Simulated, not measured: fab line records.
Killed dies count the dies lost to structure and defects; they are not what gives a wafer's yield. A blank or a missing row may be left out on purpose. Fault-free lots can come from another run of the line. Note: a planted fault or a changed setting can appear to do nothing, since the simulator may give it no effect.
8D (eight disciplines) problem report, filled in by code + flow rit cmos + the parts of the form that need people (team, actions taken, sign-off) are left out

== 1. THE PROBLEM ==
Wafers without a fault read 6.8, standard deviation 2.9; killed at front end at RIT_M1_PROBE_99 reads a mean of 24.7 on 6 wafers belonging to 2 lots. Measured from the usual mean, that is +6.2 standard deviations.
The first sign was on wafer L858.2 at day 6 15:16, on prober-02. At this step, 15 wafers from 5 lots have a number in the record. The rule behind "out" and "out of limits": a value lying over 4 standard deviations away from the usual mean. The rest of the wafers with a number are treated as sound.

== 2. WHAT THIS IS AND IS NOT ==
| question                    | is                               | is not                                        |
|-----------------------------|----------------------------------|-----------------------------------------------|
| which readings at this step | killed at front end, killed dies | killed at contacts, killed open, killed short |
| which lots                  | L858, L859                       | L843, L845, L849                              |
| which wafers of those lots  | all that have a number           | -                                             |
| read on which tools         | prober-01, prober-02             | -                                             |
| when                        | from day 6 15:16                 | up to then (9 sound wafers)                   |

== 3. WHAT RULES OUT EACH SUSPECT ==
Counting: a tool stays on the suspect list if, at a process step up to the reading, it processed all lots that are out and no sound lot following the first of them.
- wet bench-02 at RIT_SDANNEAL_CLEAN_00 (cleans in SC1, time 600 s): kept. It ran every lot that is out, first L858 (day 6 07:22), and no sound lot after that.
Left after counting: wet bench-02 at RIT_SDANNEAL_CLEAN_00.

== 4. THE CAUSE (what the simulator had put in) ==
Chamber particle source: wet bench-02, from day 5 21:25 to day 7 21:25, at RIT_SDANNEAL_CLEAN_00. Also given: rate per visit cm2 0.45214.
This tool alone remained once counting was done.

== 5. SEQUENCE OF EFFECTS, ordered by route ==
Rows list readings where the struck wafers' mean (over those with a number) sits beyond 3 standard deviations from the usual. Scope: only readings with a usual standard deviation given in the record; hours: median across lots of the time from each lot's start at the first step in this table that gives one to its start at this step; sigmas: change in usual standard deviations.
| hours | step            | reading             | usual | on struck wafers | change | sigmas |
|-------|-----------------|---------------------|-------|------------------|--------|--------|
| 0     | RIT_M1_PROBE_99 | killed at front end | 6.8   | 24.7             | +17.9  | +6.2   |
| 0     | RIT_M1_PROBE_99 | killed dies         | 6.9   | 24.7             | +17.8  | +6.1   |
| 0     | RIT_M1_PROBE_99 | killed on rim       | 1.7   | 8.2              | +6.5   | +5.0   |
Here are the process steps it includes:
- RIT_M1_PROBE_99

== 6. WHAT WOULD HAVE CAUGHT IT SOONER ==
First out-of-limits reading in this record: day 6 15:16, which is 18 hours after fault onset at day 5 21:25.
Of the tool readings at RIT_SDANNEAL_CLEAN_00 for which the record gives a usual standard deviation, none was out on any struck wafer, so an alarm limit of 4 standard deviations on them would not have fired.
The start of RIT_SDANNEAL_CLEAN_00 on wet bench-02 came by day 6 15:16 for every one of the lots that are out (2). A hold on the tool at that time would have spared none of them.
